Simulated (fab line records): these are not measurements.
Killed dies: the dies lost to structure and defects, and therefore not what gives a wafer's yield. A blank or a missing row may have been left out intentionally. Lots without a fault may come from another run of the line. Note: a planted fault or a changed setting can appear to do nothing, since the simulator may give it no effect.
Problem report, 8D (eight disciplines) form, completed by code || flow ritCmos || the parts of the form that need people (team, actions taken, sign-off) are left out

== 1. WHAT WENT WRONG ==
Mean PSD_TW at RIT_PSD_TW_MEAS_10: 3588 over 6 wafers in 2 lots; fault-free wafers: 3432, standard deviation 16. That puts it +9.7 standard deviations away from the usual mean.
First seen on wafer L518.2, day 5 09:32, on filmMetro-04. At this step, 42 wafers from 14 lots have a number in the record. Rule for "out" (also "out of limits"): further than 4 standard deviations from the usual mean. All remaining wafers that have a number are taken as sound.

== 2. WHAT THIS IS AND IS NOT ==
{"question": "which readings at this step", "is": "PSD_TW", "is not": "-"}
{"question": "which lots", "is": "L518, L519", "is not": "L507, L509, L511, L512, L513, L520, L522, L525, L526, L528, L529, L530"}
{"question": "which wafers of those lots", "is": "all that have a number", "is not": "-"}
{"question": "read on which gauges", "is": "filmMetro-01, filmMetro-04", "is not": "filmMetro-03"}
{"question": "when", "is": "from day 5 09:32", "is not": "up to then (15 sound wafers); but 21 sound wafers of L520, L522, L525, L526, L528, L529, L530 came after"}

== 3. THE SUSPECTS, EACH WITH WHAT RULES IT OUT ==
Counting: a tool at any process step up to the reading remains a suspect when it ran all the lots that are out and ran no sound lot after the first of those.
- ruled out: the gauge at RIT_PSD_TW_MEAS_10. 2 gauges (filmMetro-01, filmMetro-04) read the wafers that are out.
- implanter-04 at RIT_PSD_IMPLANT_08: kept. Every lot that is out went through it, starting with L518 (day 5 09:12), and after that it ran no sound lot; the last sound lot it ran before then is L513 (day 4 06:42). Its own readings are out on those wafers: beamOnS, doseIonsCm2.
Remaining after the count: implanter-04 at RIT_PSD_IMPLANT_08.

== 4. THE CAUSE (what the simulator had put in) ==
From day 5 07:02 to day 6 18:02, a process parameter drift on implanter-04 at RIT_PSD_IMPLANT_08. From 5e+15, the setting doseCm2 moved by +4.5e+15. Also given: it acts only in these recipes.
After counting, this tool was the only one left.

== 5. SEQUENCE OF EFFECTS, ordered by route ==
Each row: a reading where the mean over the struck wafers with a number is more than 3 standard deviations away from the usual. Scope: only readings with a usual standard deviation given in the record; hours: median across lots of the time from each lot's start at the first step in this table that gives one to its start at this step; sigmas: change in usual standard deviations.
{"hours": 0, "step": "RIT_PSD_IMPLANT_08", "reading": "beamOnS", "usual": "12.2 s", "on struck wafers": 20.1, "change": "+7.9", "sigmas": "+4.6"}
{"hours": 0, "step": "RIT_PSD_IMPLANT_08", "reading": "doseIonsCm2", "usual": 4.999e+15, "on struck wafers": 9.494e+15, "change": "+4.495e+15", "sigmas": "+99 or more"}
{"hours": 0, "step": "RIT_PSD_TW_MEAS_10", "reading": "PSD_TW", "usual": 3432, "on struck wafers": 3588, "change": "+156", "sigmas": "+9.7"}
{"hours": 1, "step": "RIT_SDANNEAL_RS_MEAS_04", "reading": "PSD_RS", "usual": "115.9 ohm/sq", "on struck wafers": 108.1, "change": -7.8, "sigmas": -24}
It contains these process steps:
- RIT_PSD_IMPLANT_08
At these later measuring or inspecting steps, every struck wafer for which the step has a row has a number for every such reading, and none has moved that far: RIT_CONTACT_THK_MEAS_01.

== 6. HOW IT WOULD HAVE BEEN CAUGHT EARLIER ==
In this record the first reading out of limits at a measuring or inspecting step was taken at day 5 09:32, 2 hours after the fault began at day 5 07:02.
The tool's own readings at RIT_PSD_IMPLANT_08 were out on every struck wafer that the step has a row for (beamOnS, doseIonsCm2): an alarm limit on them would have fired on the first of those.
L519, from the lots that are out (2), started RIT_PSD_IMPLANT_08 on implanter-04 later than day 5 09:32. A tool hold placed at that time would have kept it from harm.
